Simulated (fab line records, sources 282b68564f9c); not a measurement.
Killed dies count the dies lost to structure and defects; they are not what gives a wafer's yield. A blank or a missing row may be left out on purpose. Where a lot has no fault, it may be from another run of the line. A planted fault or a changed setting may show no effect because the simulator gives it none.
Which tool did it?	flow rit_cmos	Sampling: 7 lots, 21 wafers, 2 of 202 route steps

WHAT EACH GAUGE READ, for each wafer
RIT_PLDD_OVL_MEAS_06.
lot	measured	on	PLDD_OVL (nm)
L782	day 3 20:23	overlay-01	2.2 0.4 2.7
L784	day 4 03:14	overlay-01	1.2 0.9 0.1
L786	day 4 15:52	overlay-01	-0.7 0.0 0.5
L788	day 5 01:35	overlay-02	-1.1 -1.9 -1.4
L792	day 5 20:28	overlay-02	- - -
L794	day 6 04:41	overlay-01	- - -
L800	day 7 10:52	overlay-02	0.1 1.4 -0.2

TOOL THAT RAN EACH LOT (tool first, then ch and the chambers of the sampled wafers, then the start)
lot	RIT_PLDD_EXPOSE_03
L782	iline_stepper-01 ch 0, day 3 20:02
L784	iline_stepper-01 ch 0, day 4 02:44
L786	iline_stepper-02 ch 0, day 4 15:29
L788	iline_stepper-02 ch 0, day 5 01:14
L792	iline_stepper-02, day 5 19:58
L794	iline_stepper-01, day 6 04:17
L800	iline_stepper-02 ch 0, day 7 10:28
- RIT_PLDD_EXPOSE_03: exposes mask M8, target cd 40900 nm.

THE ANSWER, worked out from the rows above alone
Rule: what is usual is taken from the lots themselves. The widest of any qualifying gaps counts: lots, ordered by their means at a reading, are off when they make up no more than a third of the lots, leave a main group of 4 or more, and stand apart from it by 3 or more times the standard deviation of that group's means. The tables above print the reading to a certain number of digits; a main group whose means all agree to those digits is not used. Also off: a lot with no number at a reading for which 4 or more lots have one. The other lots that the step has rows for count as sound.
Off: at RIT_PLDD_OVL_MEAS_06 (PLDD_OVL), L792, L794. Without a number there: L792, L794. The main group: mean 0.3 nm, standard deviation 1.1.
If a tool, at a process step before that reading, ran all the lots that are off and no sound lot after the first of them, it fits. Those tools and the gauges at RIT_PLDD_OVL_MEAS_06 are tried in the same way. Not one of the candidates tried fits.

WHAT WAS PUT IN BY THE SIMULATOR
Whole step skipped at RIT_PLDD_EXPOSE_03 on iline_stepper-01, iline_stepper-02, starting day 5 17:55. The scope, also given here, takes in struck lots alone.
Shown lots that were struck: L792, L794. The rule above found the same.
